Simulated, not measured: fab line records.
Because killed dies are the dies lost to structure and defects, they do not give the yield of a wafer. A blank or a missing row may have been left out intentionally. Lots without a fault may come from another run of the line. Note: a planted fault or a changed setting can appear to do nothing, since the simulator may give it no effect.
2 desks looking at one fault    flow ritCmos    each desk holds nothing but its own numbers, with what lay behind them at the end

## THE TOOL OWNER'S DESK: implanter-04
The tool's own readings at RIT_PRETRO_IMPLANT_08: means of the sampled wafers that have a number, for each lot that ran on this tool. If a lot's mean is further than 4 standard deviations from the usual mean, the lot is out of limits and carries the mark OUT (the distance appears in the brackets).
Columns: A = beamOnS at RIT_PRETRO_IMPLANT_08, usual 10.00 s; B = doseIonsCm2 at RIT_PRETRO_IMPLANT_08, usual 1.2001e+13; C = faradayCurrentUA at RIT_PRETRO_IMPLANT_08, usual 38.1
lot   first seen here  A      B                             C
L159  day 2 08:50      9.95   1.1998e+13                    38.3
L161  day 2 18:46      10.06  1.2007e+13                    37.9
L166  day 3 19:20      9.94   9.9730e+12 (-99 or more) OUT  31.6 (-8.7) OUT
L170  day 4 16:35      9.96   9.9603e+12 (-99 or more) OUT  31.7 (-8.7) OUT
This desk's verdict: out of limits on L166, L170, starting with L166 at day 3 19:20 (doseIonsCm2 at RIT_PRETRO_IMPLANT_08). L159, L161 stayed within limits.

## AT THE METROLOGY DESK
Lot by lot, what the gauges showed, no matter which tool ran the lot: averages of those sampled wafers that carry a number. If a lot's mean is further than 4 standard deviations from the usual mean, the lot is out of limits and carries the mark OUT (the distance appears in the brackets).
Columns: A = PRETRO_TW at RIT_PRETRO_TW_MEAS_10, usual 482
lot   first seen here  A
L159  day 2 09:07      484
L160  day 2 14:55      484
L161  day 2 19:06      482
L166  day 3 19:40      448 (-8.3) OUT
L170  day 4 16:54      455 (-6.5) OUT
L172  day 5 02:37      484
L173  day 5 06:49      486
L175  day 5 19:16      478
L179  day 6 13:27      477
L180  day 6 19:31      487
L181  day 7 00:48      486
L182  day 7 06:26      482
This desk's finding: out of limits on L166, L170; first on L166, day 3 19:40 (PRETRO_TW at RIT_PRETRO_TW_MEAS_10). L159, L160, L161, L172, L173, L175, L179, L180, L181, L182 stayed within limits.

## TAKEN TOGETHER
The tool owner's desk could have raised an alarm at day 3 19:20, on L166, L170.
The metrology desk could have raised an alarm at day 3 19:40, on L166, L170.
The lots listed all ran RIT_PRETRO_IMPLANT_08 on implanter-04.

## WHAT WAS PUT IN BY THE SIMULATOR
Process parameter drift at RIT_PRETRO_IMPLANT_08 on implanter-04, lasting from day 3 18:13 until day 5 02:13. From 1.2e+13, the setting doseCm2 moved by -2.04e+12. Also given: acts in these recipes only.
Shown lots that were struck: L166, L170.
Delay (hours) between the fault's onset and each desk's first out-of-limits reading: 1 at the tool owner's desk, 1 at the metrology desk.
